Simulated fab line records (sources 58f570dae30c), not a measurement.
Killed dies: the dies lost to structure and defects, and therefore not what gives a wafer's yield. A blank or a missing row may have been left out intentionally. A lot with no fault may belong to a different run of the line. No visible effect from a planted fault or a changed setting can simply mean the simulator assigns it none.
Which tool did it? | flow berkeley cmos170 | 14 lots with 42 wafers sampled at 4 steps, on a route of 331 steps

## WHAT EACH GAUGE READ, for each wafer
UCB170_M1_THK_MEAS_02: measures by xrf. Usual: M1_AL_THK gives 602 nm (standard deviation 7.7).
lot  | measured     | on            | M1_AL_THK (nm) | flag
L897 | day 6 21:52  | film metro-02 | 601 598 603    |
L898 | day 7 04:09  | film metro-02 | 604 593 585    |
L900 | day 7 17:19  | film metro-03 | 605 601 604    |
L902 | day 8 13:05  | film metro-01 | 600 603 603    |
L903 | day 9 00:34  | film metro-01 | 602 594 606    |
L907 | day 9 14:47  | film metro-01 | 605 608 611    |
L908 | day 9 00:06  | film metro-02 | 612 607 605    |
L906 | day 8 23:39  | film metro-02 | 602 606 604    |
L909 | day 9 14:31  | film metro-01 | 597 596 591    |
L910 | day 9 20:27  | film metro-01 | 596 603 599    |
L914 | day 11 03:11 | film metro-02 | 610 609 603    |
L915 | day 11 03:28 | film metro-03 | 606 589 600    |
L919 | day 11 20:11 | film metro-01 | 608 589 607    |
L920 | day 11 20:22 | film metro-02 | 597 596 608    |

UCB170_M3_THK_MEAS_03: measures by xrf. Usual: M3_AL_THK gives 896 nm (standard deviation 13).
lot  | measured     | on            | M3_AL_THK (nm) | flag
L897 | day 7 14:38  | film metro-01 | 887 896 890    |
L898 | day 7 21:55  | film metro-01 | 887 910 901    |
L900 | day 8 11:10  | film metro-02 | 882 880 876    |
L902 | day 9 03:40  | film metro-01 | 905 888 897    |
L903 | day 9 16:19  | film metro-03 | 903 905 912    |
L907 | day 10 06:17 | film metro-03 | 881 910 902    |
L908 | day 9 16:04  | film metro-01 | 890 910 908    |
L906 | day 9 14:47  | film metro-02 | 904 902 907    |
L909 | day 10 05:57 | film metro-03 | 910 916 908    |
L910 | day 10 15:56 | film metro-01 | 882 867 892    |
L914 | day 11 20:35 | film metro-01 | 920 904 886    |
L915 | day 11 21:11 | film metro-03 | 887 893 894    |
L919 | day 12 17:04 | film metro-03 | 875 889 901    |
L920 | day 12 14:43 | film metro-01 | 901 904 900    |

## WHAT TOOL EACH LOT RAN ON (gives the tool, then ch and the chambers of the sampled wafers, and finally the start)
lot  | UCB170_PWELL_PEB_11              | UCB170_V1_CVD_00
L897 | litho track-03 ch 0, day 2 21:14 | pecvd-01 ch 0,2, day 7 03:53
L898 | litho track-04 ch 0, day 3 02:32 | pecvd-01 ch 0,1,2, day 7 13:09
L900 | litho track-03 ch 0, day 3 21:53 | pecvd-03 ch 0,1, day 7 21:45
L902 | litho track-04 ch 0, day 4 02:47 | pecvd-03 ch 0,2, day 8 19:11
L903 | litho track-03 ch 0, day 4 12:49 | pecvd-03 ch 0,1, day 9 07:18
L907 | litho track-04 ch 0, day 5 03:36 | pecvd-04 ch 1,2, day 9 20:52
L908 | litho track-03 ch 0, day 5 03:49 | pecvd-01 ch 0,1,2, day 9 07:08
L906 | litho track-04 ch 0, day 5 04:02 | pecvd-03 ch 0,1,2, day 9 07:08
L909 | litho track-03 ch 0, day 5 11:14 | pecvd-01 ch 0,1, day 9 20:52
L910 | litho track-02 ch 0, day 5 19:05 | pecvd-03 ch 1,2, day 10 00:24
L914 | litho track-04 ch 0, day 6 15:21 | pecvd-01 ch 0,1,2, day 11 12:16
L915 | litho track-04 ch 0, day 6 19:43 | pecvd-04 ch 1,2, day 11 12:16
L919 | litho track-02 ch 0, day 7 16:04 | pecvd-01 ch 0,1,2, day 12 01:38
L920 | litho track-02 ch 0, day 7 21:35 | pecvd-03 ch 0,1, day 12 01:38
- UCB170_PWELL_PEB_11
- UCB170_V1_CVD_00: deposits SiO2 from TEOS/O2, target thk 2000 nm, time 250 s.

## WHAT THE TOOLS THEMSELVES READ (means of the sampled wafers that have a number; where no wafer has one, the mark that the record gives instead)
UCB170_PWELL_PEB_11. Usual: heater power total W 56.79 W, standard deviation 0.048; plate temp C 129.99 C, standard deviation 0.14.
lot  | tool           | heater power total W (W) | plate temp C (C) | flag
L897 | litho track-03 | 56.80                    | 129.89           |
L898 | litho track-04 | 56.73                    | 130.08           |
L900 | litho track-03 | 56.82                    | 129.97           |
L902 | litho track-04 | 56.81                    | 130.05           |
L903 | litho track-03 | 56.81                    | 129.95           |
L907 | litho track-04 | 56.82                    | 129.96           |
L908 | litho track-03 | 56.76                    | 130.02           |
L906 | litho track-04 | 56.78                    | 129.84           |
L909 | litho track-03 | 56.78                    | 130.01           |
L910 | litho track-02 | 56.76                    | 130.00           |
L914 | litho track-04 | 58.53                    | 132.99           | OFF
L915 | litho track-04 | 58.52                    | 133.18           | OFF
L919 | litho track-02 | 56.83                    | 130.13           |
L920 | litho track-02 | 56.81                    | 130.15           |

UCB170_V1_CVD_00. Usual: 249 W for heater power w, sd 56.
lot  | tool     | heater power w (W) | flag
L897 | pecvd-01 | 266                |
L898 | pecvd-01 | 229                |
L900 | pecvd-03 | 266                |
L902 | pecvd-03 | 296                |
L903 | pecvd-03 | 269                |
L907 | pecvd-04 | 245                |
L908 | pecvd-01 | 229                |
L906 | pecvd-03 | 295                |
L909 | pecvd-01 | 218                |
L910 | pecvd-03 | 332                |
L914 | pecvd-01 | 254                |
L915 | pecvd-04 | 234                |
L919 | pecvd-01 | 245                |
L920 | pecvd-03 | 296                |

## THE ANSWER, worked out from the rows above alone
Rule: a lot is off if the mean of its wafers that have a number lies more than 3 standard deviations from the usual mean. A lot without any number at a reading at which 4 lots or more have one is off too. The other lots that the step has rows for count as sound. The gauges are gone through in route order, then the tools' own readings, and for those a lot's mean is taken as printed above. At the first step where some lot is off, the reading lying furthest off is the one used; lots without a number count as furthest.
Off at UCB170_PWELL_PEB_11 (heater power total W): L914, L915.
A tool fits if, at that step or a process step before it, it ran every lot that is off, and no sound lot after the first of them. One candidate fits, namely litho track-04 at UCB170_PWELL_PEB_11. A fault onset in the window from L906 (day 5 04:02, its last sound lot) to L914 (day 6 15:21, its first lot off) fits.
The tool's own readings at UCB170_PWELL_PEB_11 bear it out: on the lots that are off they differ by more than 5 times the standard deviation of the sound lots' means. heater power total W reads 58.53 W there against 56.79 W on the sound lots; plate temp C reads 133.09 C there against 130.00 C on the sound lots.

## WHAT THE SIMULATOR PUT IN
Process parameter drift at UCB170_PWELL_PEB_11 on litho track-04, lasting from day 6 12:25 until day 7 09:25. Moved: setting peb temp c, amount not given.
Shown lots that were struck: L914, L915. The rule above reached the same finding.
